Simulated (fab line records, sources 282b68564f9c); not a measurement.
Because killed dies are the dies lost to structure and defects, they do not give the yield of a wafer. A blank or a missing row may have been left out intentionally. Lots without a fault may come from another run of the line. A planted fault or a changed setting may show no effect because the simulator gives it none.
A struck lot beside a sound one ; flow rit-cmos ; 34 steps out of a route of 202
Sound: the wafers L870.3, L870.5, L870.6. Struck: wafers L873.2, L873.4, L873.6. The cause is given at the end.
Per side, at each step with rows, come the tool, then ch with its chambers, and then its first start. Under that, the readings that differ: sound wafers ; struck wafers ; difference of the means ; sigmas: that difference in standard deviations of wafers without a fault.
alike: readings whose means differ by less than 2 such deviations, and words and numbers that are the same on both sides. not compared: withheld readings, readings that some wafer has no value for, bounds like >300 that may hide the same value, and numbers for which the record gives no deviation and whose values overlap.
Wherever a step has rows on one side only, a row that says differs or no value, or a row with sigmas, the two part there. When numbers do not overlap yet have no deviation, they are printed without sigmas and do not part them. Lack of a reading on every wafer of one side parts them only where that side has two or more wafers.

RIT_PLDD_OVL_MEAS_06:
  sound on overlay-01 at day 4 05:27; struck on overlay-01 at day 4 21:35
  alike: PLDD_OVL
then, 2 steps without rows for these wafers: RIT_PLDD_HARDBAKE_07 (time 60 s); RIT_PLDD_IMPLANT_08.
RIT_PLDD_STRIP_09: strips in O2, time 180 s.
  sound on plasma-asher-03 ch 0,1, day 4 05:50; struck on plasma-asher-02 ch 0,1, day 4 21:55
  alike: drypump-motor-current-A, rf-refl-power-W
  not compared: rf-hours-counter-h
RIT_PLDD_TW_MEAS_10:
  sound on film-metro-01 at day 4 05:58; struck on film-metro-01 at day 4 22:06
  alike: PLDD_TW
then, 4 steps without rows for these wafers: RIT_SPACER_CLEAN_00 (cleans in SC1, time 600 s); RIT_SPACER_CLEAN_01 (cleans in dHF, time 30 s); RIT_SPACER_CLEAN_02 (cleans in SC2, time 600 s); RIT_SPACER_CVD_03 (deposits Si3N4 from SiH2Cl2/NH3, target thk 250 nm, time 3300 s).
RIT_SPACER_THK_MEAS_04:
  sound on film-metro-02 at day 4 08:19; struck on film-metro-02 at day 5 00:28
reading;sound;struck;difference;sigmas
SPACER_NITRIDE_THK (nm);247.6 249.5 249.7;253.7 254.0 255.5;+5.5;+2
RIT_SPACER_ETCHBACK_05: etches Si3N4 in SF6/CHF3, stops on SiO2, target depth 250 nm, time 240 s.
  sound on rie-diel-01 ch 0,1, day 4 08:21; struck on rie-diel-03 ch 1,2, day 5 00:31
reading;sound;struck;difference;sigmas
oes-product-au (a.u.);0.819 0.820 0.844;0.840 0.866 0.876;+0.033;+2
  alike: drypump-motor-current-A, throttle-valve-pct
  not compared: rf-hours-counter-h
then, 1 step without rows for these wafers: RIT_NSD_HMDS_00 (prime time 60 s).
RIT_NSD_COAT_01: resist thk 1000 nm.
  sound on litho-track-04 ch 0, day 4 08:42; struck on litho-track-04, day 5 00:51
  no value came back on the struck wafers for chill-plate-temp-C (C), dispense-pressure-kPa (kPa), resist-line-temp-C (C); on the sound wafers chill-plate-temp-C (C) reads 23.23 23.13 23.07
then, 4 steps without rows for these wafers: RIT_NSD_SOFTBAKE_02 (time 60 s); RIT_NSD_EXPOSE_03 (exposes mask M9, target cd 40700 nm); RIT_NSD_PEB_04; RIT_NSD_DEVELOP_05 (develop time 50 s).
RIT_NSD_OVL_MEAS_06:
  sound on overlay-01 at day 4 09:34; struck on overlay-02 at day 5 01:32
reading;sound;struck;difference;sigmas
NSD_OVL (nm);-1.0 -0.4 -0.5;- - -;no value on the struck wafers;
then, 2 steps without rows for these wafers: RIT_NSD_HARDBAKE_07 (time 60 s); RIT_NSD_IMPLANT_08.
RIT_NSD_STRIP_09: strips in O2, time 180 s.
  sound on plasma-asher-04 ch 0,1, day 4 10:02; struck on plasma-asher-01 ch 0,1, day 5 01:52
  alike: drypump-motor-current-A, rf-refl-power-W
  not compared: rf-hours-counter-h
RIT_NSD_TW_MEAS_10:
  sound on film-metro-04 at day 4 10:10; struck on film-metro-03 at day 5 02:02
  alike: NSD_TW
then, 6 steps without rows for these wafers: RIT_PSD_HMDS_00 (prime time 60 s); RIT_PSD_COAT_01 (resist thk 1000 nm); RIT_PSD_SOFTBAKE_02 (time 60 s); RIT_PSD_EXPOSE_03 (exposes mask M10, target cd 40900 nm); RIT_PSD_PEB_04; RIT_PSD_DEVELOP_05 (develop time 50 s).
RIT_PSD_OVL_MEAS_06:
  sound on overlay-01 at day 4 11:14; struck on overlay-01 at day 5 02:57
reading;sound;struck;difference;sigmas
PSD_OVL (nm);-1.8 -3.9 -1.8;-0.4 0.9 1.8;+3.3;+3
then, 2 steps without rows for these wafers: RIT_PSD_HARDBAKE_07 (time 60 s); RIT_PSD_IMPLANT_08.
RIT_PSD_STRIP_09: strips in O2, time 180 s.
  sound on plasma-asher-04 ch 0,1, day 4 11:37; struck on plasma-asher-01 ch 0,1, day 5 03:17
  alike: drypump-motor-current-A, rf-refl-power-W
  not compared: rf-hours-counter-h
RIT_PSD_TW_MEAS_10:
  sound on film-metro-03 at day 4 11:45; struck on film-metro-04 at day 5 03:28
reading;sound;struck;difference;sigmas
PSD_TW;3353 3363 3361;3613 3603 3598;+246;+7
then, 1 step without rows for these wafers: RIT_SDANNEAL_CLEAN_00 (cleans in SC1, time 600 s).

WHERE THEY PART
Last at RIT_PSD_TW_MEAS_10 as far as this record goes, first at RIT_SPACER_THK_MEAS_04.

WHY: the cause the simulator had injected
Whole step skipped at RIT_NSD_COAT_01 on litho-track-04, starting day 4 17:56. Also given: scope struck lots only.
